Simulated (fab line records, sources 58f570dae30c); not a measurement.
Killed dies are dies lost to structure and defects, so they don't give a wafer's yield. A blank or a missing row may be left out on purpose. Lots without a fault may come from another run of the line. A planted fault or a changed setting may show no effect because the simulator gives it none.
Tool commonality check | flow berkeley_cmos170 | 14 lots, 48 wafers sampled

WHY IT WAS OPENED
At UCB170_PSD_CD_MEAS_06 the reading cd_nm is flagged on 2 of 14 lots. Wafers without a fault read 1200.3 nm, standard deviation 1.5.
Rule: a lot is flagged when every wafer of it that has a number lies more than 4 standard deviations from that mean, or none has a number. The other lots count as sound.

lot  | measured     | on        | cd_nm (nm), wafer by wafer                | flag
L169 | day 5 20:25  | cd_sem-02 | 1199.0 1199.8 1198.3                      |
L171 | day 6 22:33  | cd_sem-01 | 1200.9 1199.7 1200.4                      |
L172 | day 7 05:39  | cd_sem-01 | 1199.0 1197.6 1197.8                      |
L170 | day 7 08:46  | cd_sem-02 | 1198.4 1198.2 1198.5                      |
L175 | day 7 16:38  | cd_sem-01 | 1198.8 1198.9 1200.1                      |
L174 | day 7 21:05  | cd_sem-01 | 1202.2 1203.4 1202.3                      |
L177 | day 8 04:31  | cd_sem-02 | 1201.2 1201.3 1201.9                      |
L179 | day 8 11:24  | cd_sem-02 | 1165.0 1164.9 1164.2 1165.1 1164.9 1164.7 | FLAGGED
L180 | day 9 04:02  | cd_sem-01 | 1201.1 1203.1 1204.0                      |
L183 | day 9 15:38  | cd_sem-01 | 1199.5 1199.5 1199.3                      |
L184 | day 9 15:39  | cd_sem-02 | 1171.0 1172.0 1170.6 1171.1 1171.8 1171.0 | FLAGGED
L182 | day 9 15:56  | cd_sem-01 | 1200.9 1200.5 1200.0                      |
L188 | day 10 13:52 | cd_sem-01 | 1202.4 1199.6 1201.0                      |
L191 | day 10 23:43 | cd_sem-02 | 1197.2 1199.4 1198.6                      |
The numbers of the flagged lots are 1168.0 nm on average: -32.3 nm against the usual, or -22 standard deviations.

WHICH TOOL RAN EACH LOT
The record holds 1 process step before the reading, out of a route of 331 steps. In each cell: the tool, then ch and the chambers that the sampled wafers went through, then the start.
lot  | flag    | UCB170_PSD_PEB_04
L169 |         | litho_track-03 ch 0, day 5 20:09
L171 |         | litho_track-02 ch 0, day 6 22:17
L172 |         | litho_track-04 ch 0, day 7 05:22
L170 |         | litho_track-04 ch 0, day 7 08:30
L175 |         | litho_track-03 ch 0, day 7 16:22
L174 |         | litho_track-02 ch 0, day 7 20:49
L177 |         | litho_track-02 ch 0, day 8 04:14
L179 | FLAGGED | litho_track-02 ch 0, day 8 11:08
L180 |         | litho_track-03 ch 0, day 9 03:46
L183 |         | litho_track-03 ch 0, day 9 15:22
L184 | FLAGGED | litho_track-02 ch 0, day 9 15:22
L182 |         | litho_track-03 ch 0, day 9 15:40
L188 |         | litho_track-04 ch 0, day 10 13:36
L191 |         | litho_track-04 ch 0, day 10 23:26
What these steps do:
- UCB170_PSD_PEB_04
- UCB170_PSD_CD_MEAS_06: target cd 1200 nm.

FLAGGED OVER TOTAL, TOOL BY TOOL (the gauges that took the reading come last)
step                  | tool           | lots run | flagged | share of the flagged lots | sound lots run after its first flagged lot
UCB170_PSD_PEB_04     | litho_track-02 | 5        | 2       | all                       | 0
UCB170_PSD_PEB_04     | litho_track-03 | 5        | 0       | none                      | -
UCB170_PSD_PEB_04     | litho_track-04 | 4        | 0       | none                      | -
UCB170_PSD_CD_MEAS_06 | cd_sem-01      | 8        | 0       | none                      | -
UCB170_PSD_CD_MEAS_06 | cd_sem-02      | 6        | 2       | all                       | 1 (L191)

WHAT THE TABLE ALLOWS
2 rows of the table ran every flagged lot: litho_track-02 at UCB170_PSD_PEB_04, cd_sem-02 at UCB170_PSD_CD_MEAS_06.
- litho_track-02 at UCB170_PSD_PEB_04: 2 of its 5 lots flagged. Its last sound lot is L177 (day 8 04:14), its first flagged lot L179 (day 8 11:08): a fault that began between those two fits. Its own readings lie more than 4 standard deviations out on every wafer of the flagged lots: heater_power_total_W.
- cd_sem-02 at UCB170_PSD_CD_MEAS_06: 2 of its 6 lots flagged. Sound lots ran on it after the first flagged one (L191), which a lasting fault on the whole tool wouldn't allow.
One tool is left: litho_track-02 at UCB170_PSD_PEB_04.

WHAT THE SIMULATOR HAD PUT IN
Process parameter drift: litho_track-02, from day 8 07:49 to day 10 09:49, at UCB170_PSD_PEB_04. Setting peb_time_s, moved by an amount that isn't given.
Lots struck among those shown: L179, L184. The rule above found the same.
